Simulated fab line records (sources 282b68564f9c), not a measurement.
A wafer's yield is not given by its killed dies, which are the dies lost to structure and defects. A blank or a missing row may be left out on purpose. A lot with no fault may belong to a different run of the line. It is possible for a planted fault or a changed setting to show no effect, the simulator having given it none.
fab line records    flow rit_cmos
[record] lots = 6  wafers = 18  last_day = 8
route steps=202 shown FOX2@24 NWELL@28 PWELL@39 WELLDRIVE@50 M1@202
lots that met no fault: from a run of the same line without faults
start_h: hours from the record's opening day to when the first of the lot's shown wafers began    wait_h: how many hours have passed since the lot's step before this one    " the same as in the row above    L1.1+2: a single row standing in for several wafers    - either no value or no given start    * or withheld: withheld    < > ~ a bound
route shown NAME@n: NAME is a module with steps in the file, n the number in the route of the first one    usual: mean/standard deviation taken from wafers without a fault    same: alike in all rows    chamber/n: place in a boat    sites: each site's reading    _std_site: the values' standard deviation    _edge_site: inner sites' mean taken away from outer sites' mean    radius_mm: for every site, how far away it sits from the centre of the wafer    mask NAME#n: copy n    behind: tool/chamber where the wafer was last shaped    hold: reason for holding the lot/hours on hold/outcome of the hold    device: whichever transistor did not switch (one of n, p or np)    end of line: tests of these same wafers at the route's end    a step without rows: its recipe alone    killed: the dies lost at the first sort to structure and to defects; this is not the yield of the wafer    map: a wafer's dies, x killed, . not, _ none there
set.NAME: the setting that was run; set.NAME@STEP: the one run at that earlier step    model.NAME: the simulator's own value behind a step, which no gauge read
certain route steps with their lots: each step a table, each wafer a row
services: from which hour (start_h, from the record's first day; less than 0 if before it) a tool's chamber was out of use, for how many hours, and why
[[steps]]
[step RIT_FOX2_THK_MEAS_01]
[recipe] reads = SiO2_of_FOX2_OXIDATION_00
[usual] FOX2_OXIDE_THK = 353/6.1
lot.wafer  tool           chamber  start_h  wait_h  FOX2_OXIDE_THK[nm]
L585.2     film_metro-03  -        28.38    0.0     356
L585.5     "              -        "        "       359
L585.6     "              -        "        "       356
L597.1     film_metro-01  -        84.88    0.0     357
L597.4     "              -        "        "       353
L597.6     "              -        "        "       360
L601.1     film_metro-04  -        111.29   0.0     353
L601.4     "              -        "        "       357
L601.5     "              -        "        "       347
L602.1     film_metro-04  -        114.74   0.0     344
L602.3     "              -        "        "       341
L602.4     "              -        "        "       344
L605.1     film_metro-04  -        132.42   0.0     346
L605.2     "              -        "        "       344
L605.3     "              -        "        "       345
L607.1     film_metro-03  -        148.27   0.0     352
L607.4     "              -        "        "       348
L607.6     "              -        "        "       352
[step RIT_FOX2_CLEAN_02]
[recipe] chemistry = dHF  dilution = 50:1  time_s = 180
[step RIT_FOX2_WET_ETCH_03]
[recipe] chemistry = H3PO4  target = Si3N4  target_depth_nm = 195  temp_c = 165  time_s = 2700
[step RIT_FOX2_THK_MEAS_90]
[recipe] reads = SiO2_of_FOX2_OXIDATION_00
[usual] FIELD_OXIDE_LEFT_1_THK = 326/6.2
lot.wafer  tool           chamber  start_h  wait_h  FIELD_OXIDE_LEFT_1_THK[nm]
L585.2     film_metro-04  -        29.25    0.0     328
L585.5     "              -        "        "       332
L585.6     "              -        "        "       328
L597.1     film_metro-04  -        85.75    0.0     330
L597.4     "              -        "        "       326
L597.6     "              -        "        "       332
L601.1     film_metro-04  -        112.16   0.0     326
L601.4     "              -        "        "       330
L601.5     "              -        "        "       320
L602.1     film_metro-03  -        115.62   0.0     317
L602.3     "              -        "        "       314
L602.4     "              -        "        "       317
L605.1     film_metro-03  -        133.30   0.0     319
L605.2     "              -        "        "       317
L605.3     "              -        "        "       318
L607.1     film_metro-04  -        149.22   0.0     324
L607.4     "              -        "        "       321
L607.6     "              -        "        "       324
[step RIT_NWELL_HMDS_00]
[recipe] prime_time_s = 60  prime_temp_c = 140
[step RIT_NWELL_COAT_01]
[recipe] resist = NOVOLAK  spin_rpm = 1951  resist_thk_nm = 1300
[step RIT_NWELL_SOFTBAKE_02]
[recipe] resist = NOVOLAK  temp_c = 90  time_s = 60
[step RIT_NWELL_EXPOSE_03]
[recipe] mask_id = M2  na = 0.57  target_cd_nm = 43900  dose_mj = 250
[step RIT_NWELL_PEB_04]
[recipe] resist = NOVOLAK  temp_c = withheld  time_s = withheld
[step RIT_NWELL_DEVELOP_05]
[recipe] resist = NOVOLAK  develop_time_s = 68  dev_temp_c = 23
[step RIT_NWELL_OVL_MEAS_06]
[usual] NWELL_OVL = -0.5/1.2
lot.wafer  tool        chamber  start_h  wait_h  NWELL_OVL[nm]
L585.2     overlay-01  -        30.31    -       0.3
L585.5     "           -        "        "       1.6
L585.6     "           -        "        "       -0.2
L597.1     overlay-02  -        86.69    -       -1.1
L597.4     "           -        "        "       -0.5
L597.6     "           -        "        "       -1.6
L601.1     overlay-01  -        113.24   -       -0.4
L601.4     "           -        "        "       1.2
L601.5     "           -        "        "       -0.1
L602.1     overlay-02  -        116.68   -       2.1
L602.3     "           -        "        "       0.4
L602.4     "           -        "        "       0.9
L605.1     overlay-02  -        134.24   -       -0.5
L605.2     "           -        "        "       -0.9
L605.3     "           -        "        "       -0.8
L607.1     overlay-01  -        150.16   -       -0.9
L607.4     "           -        "        "       -0.5
L607.6     "           -        "        "       -0.4
[step RIT_NWELL_HARDBAKE_07]
[recipe] resist = NOVOLAK  temp_c = 140  time_s = 120
[step RIT_NWELL_IMPLANT_08]
[recipe] species = P  energy_kev = 172.6  dose_cm2 = 5e+13  tilt_deg = 7
[usual] dose_ions_cm2 = 5e+13/5.6e+10  faraday_current_uA = 159/3.3
lot.wafer  tool          chamber  start_h  wait_h  dose_ions_cm2  faraday_current_uA
L585.2     implanter-03  0        30.62    0.2     4.999e+13      160
L585.5     "             0        "        "       4.998e+13      164
L585.6     "             0        "        "       4.994e+13      160
L597.1     implanter-03  0        86.98    0.2     4.997e+13      159
L597.4     "             0        "        "       4.998e+13      158
L597.6     "             0        "        "       4.999e+13      158
L601.1     implanter-04  0        113.53   0.2     5.001e+13      162
L601.4     "             0        "        "       5.001e+13      159
L601.5     "             0        "        "       4.991e+13      160
L602.1     implanter-03  0        116.97   0.2     5.5e+13        176
L602.3     "             0        "        "       5.506e+13      172
L602.4     "             0        "        "       5.505e+13      173
L605.1     implanter-03  0        134.53   0.2     5.501e+13      174
L605.2     "             0        "        "       5.505e+13      176
L605.3     "             0        "        "       5.504e+13      176
L607.1     implanter-02  0        150.45   0.2     5.004e+13      154
L607.4     "             0        "        "       4.993e+13      157
L607.6     "             0        "        "       5.008e+13      160
[step RIT_NWELL_STRIP_09]
[recipe] chemistry = O2  time_s = 180  resist = NOVOLAK  platen_temp_c = withheld  power_w = 500  pressure_mtorr = 4000  o2_flow_sccm = 4000
[usual] chamber_pressure_mTorr = 4000/3.4  drypump_motor_current_A = 5.8/0.41
lot.wafer  tool             chamber  start_h  wait_h  chamber_pressure_mTorr  drypump_motor_current_A  rf_hours_counter_h
L585.2     plasma_asher-03  1        30.74    0.1     3998                    5.4                      23
L585.5     "                1        "        "       4003                    5.4                      -
L585.6     "                0        "        "       4001                    6.1                      -
L597.1     plasma_asher-03  0        87.13    0.1     3996                    6.2                      29
L597.4     "                0        "        "       3999                    6.2                      -
L597.6     "                0        "        "       4000                    6.1                      -
L601.1     plasma_asher-03  1        113.68   0.1     4002                    5.4                      33
L601.4     "                1        "        "       3993                    5.4                      -
L601.5     "                0        "        "       4002                    6.1                      -
L602.1     plasma_asher-03  0        117.12   0.1     4000                    6.1                      33
L602.3     "                1        "        "       4002                    5.4                      -
L602.4     "                0        "        "       4000                    6.2                      -
L605.1     plasma_asher-04  1        134.68   0.1     3998                    6.2                      52
L605.2     "                0        "        "       4003                    5.1                      52
L605.3     "                1        "        "       4005                    6.2                      -
L607.1     plasma_asher-03  1        150.60   0.1     4001                    5.4                      36
L607.4     "                0        "        "       4004                    6.1                      -
L607.6     "                0        "        "       4007                    6.1                      -
[step RIT_NWELL_TW_MEAS_10]
[usual] NWELL_TW = 2160/19
lot.wafer  tool           chamber  start_h  wait_h  NWELL_TW
L585.2     film_metro-02  -        30.93    0.1     2171
L585.5     "              -        "        "       2164
L585.6     "              -        "        "       2171
L597.1     film_metro-04  -        87.30    0.1     2183
L597.4     "              -        "        "       2178
L597.6     "              -        "        "       2184
L601.1     film_metro-02  -        113.85   0.1     2156
L601.4     "              -        "        "       2154
L601.5     "              -        "        "       2153
L602.1     film_metro-01  -        117.29   0.1     2200
L602.3     "              -        "        "       2204
L602.4     "              -        "        "       2199
L605.1     film_metro-01  -        134.85   0.1     2204
L605.2     "              -        "        "       2206
L605.3     "              -        "        "       2205
L607.1     film_metro-04  -        150.77   0.1     2172
L607.4     "              -        "        "       2170
L607.6     "              -        "        "       2171
[step RIT_PWELL_HMDS_00]
[recipe] prime_time_s = 60  prime_temp_c = 140
[step RIT_PWELL_COAT_01]
[recipe] resist = NOVOLAK  spin_rpm = 2000  resist_thk_nm = 1300
[step RIT_PWELL_SOFTBAKE_02]
[recipe] resist = NOVOLAK  temp_c = 90  time_s = 60
[step RIT_PWELL_EXPOSE_03]
[recipe] mask_id = M3  na = 0.57  target_cd_nm = 43700  dose_mj = 250
[step RIT_PWELL_PEB_04]
[recipe] resist = NOVOLAK  temp_c = withheld  time_s = withheld
[step RIT_PWELL_DEVELOP_05]
[recipe] resist = NOVOLAK  develop_time_s = 68  dev_temp_c = 23
[step RIT_PWELL_OVL_MEAS_06]
[usual] PWELL_OVL = -1.1/1.3
lot.wafer  tool        chamber  start_h  wait_h  PWELL_OVL[nm]
L585.2     overlay-01  -        32.12    -       -1.8
L585.5     "           -        "        "       -0.4
L585.6     "           -        "        "       -2.8
L597.1     overlay-02  -        88.24    -       -2.6
L597.4     "           -        "        "       -3.4
L597.6     "           -        "        "       -3.3
L601.1     overlay-01  -        114.92   -       1.1
L601.4     "           -        "        "       -1.9
L601.5     "           -        "        "       -1.2
L602.1     overlay-02  -        118.23   -       0.2
L602.3     "           -        "        "       0.2
L602.4     "           -        "        "       -2.2
L605.1     overlay-01  -        135.92   -       -2.2
L605.2     "           -        "        "       -2.8
L605.3     "           -        "        "       -2.9
L607.1     overlay-01  -        151.71   -       -2.0
L607.4     "           -        "        "       -3.0
L607.6     "           -        "        "       -0.9
[step RIT_PWELL_HARDBAKE_07]
[recipe] resist = NOVOLAK  temp_c = 140  time_s = 120
[step RIT_PWELL_IMPLANT_08]
[recipe] species = B  energy_kev = 170  dose_cm2 = 7.096e+13  tilt_deg = 7
[step RIT_PWELL_STRIP_09]
[recipe] chemistry = O2  time_s = 180  resist = NOVOLAK  platen_temp_c = withheld  power_w = 500  pressure_mtorr = 4000  o2_flow_sccm = 4000
[usual] chamber_pressure_mTorr = 4000/3.3  drypump_motor_current_A = 5.9/0.45
lot.wafer  tool             chamber  start_h  wait_h  chamber_pressure_mTorr  drypump_motor_current_A  rf_hours_counter_h
L585.2     plasma_asher-02  1        32.55    0.1     3998                    6.1                      36
L585.5     "                0        "        "       4006                    6.0                      -
L585.6     "                1        "        "       3999                    6.1                      -
L597.1     plasma_asher-03  1        88.68    0.1     4003                    5.4                      29
L597.4     "                0        "        "       4000                    6.2                      -
L597.6     "                0        "        "       3995                    6.2                      -
L601.1     plasma_asher-01  0        115.35   0.1     4000                    5.0                      46
L601.4     "                0        "        "       4001                    5.0                      -
L601.5     "                1        "        "       4000                    6.4                      -
L602.1     plasma_asher-01  0        118.67   0.1     3995                    5.1                      46
L602.3     "                0        "        "       4002                    5.1                      -
L602.4     "                1        "        "       3997                    6.4                      -
L605.1     plasma_asher-02  1        136.35   0.1     4007                    6.2                      2
L605.2     "                0        "        "       4000                    6.1                      2
L605.3     "                0        "        "       4000                    6.1                      -
L607.1     plasma_asher-02  1        152.15   0.1     4006                    6.2                      3
L607.4     "                0        "        "       4003                    6.0                      -
L607.6     "                0        "        "       4007                    6.1                      -
[step RIT_PWELL_TW_MEAS_10]
[usual] PWELL_TW = 961/8.3
lot.wafer  tool           chamber  start_h  wait_h  PWELL_TW
L585.2     film_metro-04  -        32.73    0.1     968
L585.5     "              -        "        "       964
L585.6     "              -        "        "       969
L597.1     film_metro-01  -        88.86    0.1     952
L597.4     "              -        "        "       953
L597.6     "              -        "        "       956
L601.1     film_metro-04  -        115.53   0.1     965
L601.4     "              -        "        "       966
L601.5     "              -        "        "       971
L602.1     film_metro-01  -        118.84   0.1     944
L602.3     "              -        "        "       949
L602.4     "              -        "        "       952
L605.1     film_metro-02  -        136.53   0.1     963
L605.2     "              -        "        "       962
L605.3     "              -        "        "       967
L607.1     film_metro-02  -        152.32   0.1     958
L607.4     "              -        "        "       960
L607.6     "              -        "        "       953
[step RIT_WELLDRIVE_ANNEAL_00]
[recipe] temp_c = 1100  time_s = 14700  ambient = N2
[step RIT_WELLDRIVE_RS_MEAS_01]
[recipe] thk_meas_gauge = four-point-probe
[usual] NWELL_RS = 275.5/0.85
lot.wafer  tool           chamber  start_h  wait_h  NWELL_RS[ohm/sq]
L585.2     film_metro-01  -        39.04    0.0     275.4
L585.5     "              -        "        "       276.3
L585.6     "              -        "        "       276.1
L597.1     film_metro-04  -        95.39    0.0     275.4
L597.4     "              -        "        "       275.3
L597.6     "              -        "        "       275.4
L601.1     film_metro-01  -        121.47   0.0     276.2
L601.4     "              -        "        "       275.6
L601.5     "              -        "        "       276.7
L602.1     film_metro-04  -        123.99   0.0     260.7
L602.3     "              -        "        "       260.6
L602.4     "              -        "        "       259.6
L605.1     film_metro-02  -        143.87   0.0     260.3
L605.2     "              -        "        "       261.1
L605.3     "              -        "        "       260.1
L607.1     film_metro-01  -        158.04   0.0     276.5
L607.4     "              -        "        "       276.9
L607.6     "              -        "        "       276.2
[step RIT_WELLDRIVE_RS_MEAS_02]
[recipe] thk_meas_gauge = four-point-probe
[usual] PWELL_RS = 426.1/1.5
lot.wafer  tool           chamber  start_h  wait_h  PWELL_RS[ohm/sq]
L585.2     film_metro-01  -        39.16    0.1     426.8
L585.5     "              -        "        "       425.9
L585.6     "              -        "        "       426.3
L597.1     film_metro-04  -        95.51    0.1     424.5
L597.4     "              -        "        "       425.3
L597.6     "              -        "        "       423.5
L601.1     film_metro-01  -        121.59   0.1     425.1
L601.4     "              -        "        "       424.2
L601.5     "              -        "        "       425.2
L602.1     film_metro-04  -        124.11   0.1     425.8
L602.3     "              -        "        "       424.6
L602.4     "              -        "        "       425.6
L605.1     film_metro-02  -        143.99   0.1     425.4
L605.2     "              -        "        "       425.7
L605.3     "              -        "        "       425.3
L607.1     film_metro-01  -        158.16   0.1     427.6
L607.4     "              -        "        "       425.6
L607.6     "              -        "        "       427.5
[step RIT_M1_PROBE_99]
[usual] killed_at_contacts = 0.0/0.16  killed_at_front_end = 7/3.1  killed_dies = 7/3.1  killed_open = 3.6/2.2  killed_short = 3.4/2.1
[same] gross_dies = 264  killed_at_M0_to_M3 = 0  killed_at_M4_up = 0  killed_at_back_side = 0  killed_at_other = 0
lot.wafer  tool       chamber  start_h  wait_h  killed_at_contacts  killed_at_front_end  killed_dies  killed_open  killed_short
L602.1     prober-01  -        163.74   0.1     0                   12                   12           5            7
L602.3     prober-01  -        163.84   0.2     0                   7                    7            2            5
L602.4     prober-01  -        163.89   0.2     0                   3                    3            1            2
// killed by level:class
L602.1 FOX2:geometric_particle:open=3 SILICIDE:geometric_particle:short=3 FOX1:geometric_particle:short=1 FOX2:geometric_particle:short=1 GATE:geometric_particle:short=1 GATE:geometric_particle:open=1 REOX:geometric_particle:open=1 SPACER:geometric_particle:short=1
L602.3 GATE:geometric_particle:short=3 FOX1:geometric_particle:short=1 FOX1:geometric_particle:open=1 SILICIDE:geometric_particle:short=1 SILICIDE:geometric_particle:open=1
L602.4 GATE:geometric_particle:open=1 GATE:geometric_particle:short=1 SILICIDE:geometric_particle:short=1
[[services]]
tool             chamber  start_h  hours  kind
plasma_asher-01  -        10.81    3.7    repair
implanter-04     -        30.57    3.9    repair
plasma_asher-02  -        34.74    1.7    repair
plasma_asher-01  -        38.09    5.4    repair
plasma_asher-02  -        68.80    1.6    repair
plasma_asher-01  -        100.24   14.6   pm
plasma_asher-03  -        103.58   2.8    pm
plasma_asher-02  -        108.75   9.0    pm
plasma_asher-02  0        108.75   9.0    vent_cycle
plasma_asher-02  1        108.75   9.0    vent_cycle
plasma_asher-02  0        117.75   -      clean
plasma_asher-02  1        117.75   -      clean
implanter-03     -        122.56   1.8    repair
implanter-04     -        125.08   2.3    repair
implanter-02     -        143.38   1.5    repair
[[key]]
[first_sign] step = RIT_NWELL_IMPLANT_08  reading = dose_ions_cm2  direction = up  sigmas = 91  usual = 5e+13  struck = 5.504e+13
[effect] step = RIT_NWELL_IMPLANT_08  reading = faraday_current_uA  direction = up  sigmas = 4.7  usual = 159  struck = 174
[effect] step = RIT_NWELL_TW_MEAS_10  reading = NWELL_TW  direction = up  sigmas = 2.2  usual = 2160  struck = 2203
[effect] step = RIT_WELLDRIVE_RS_MEAS_01  reading = NWELL_RS  direction = down  sigmas = 18  usual = 275.5  struck = 260.4
met_at RIT_NWELL_IMPLANT_08
struck_wafers L602.1,L602.3,L602.4,L605.1,L605.2,L605.3
tester_left_out L602,L605
onset_between 86.98 116.97
[fault] kind = process_parameter_drift  tool = implanter-03  chamber = -  onset_h = 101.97  steps = RIT_NWELL_IMPLANT_08  channel = dose_cm2  offset = 5e+12  shape = step  end_h = 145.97  acts_in = these_recipes_only  stated = 5e+13
// tester_left_out: of these lots the tester's yield and bins aren't shown, on N5 and GAA mostly nor the transistor test; their killed dies are dies lost to structure and defects alone, not to doping, threshold or leakage, so they don't give the yield
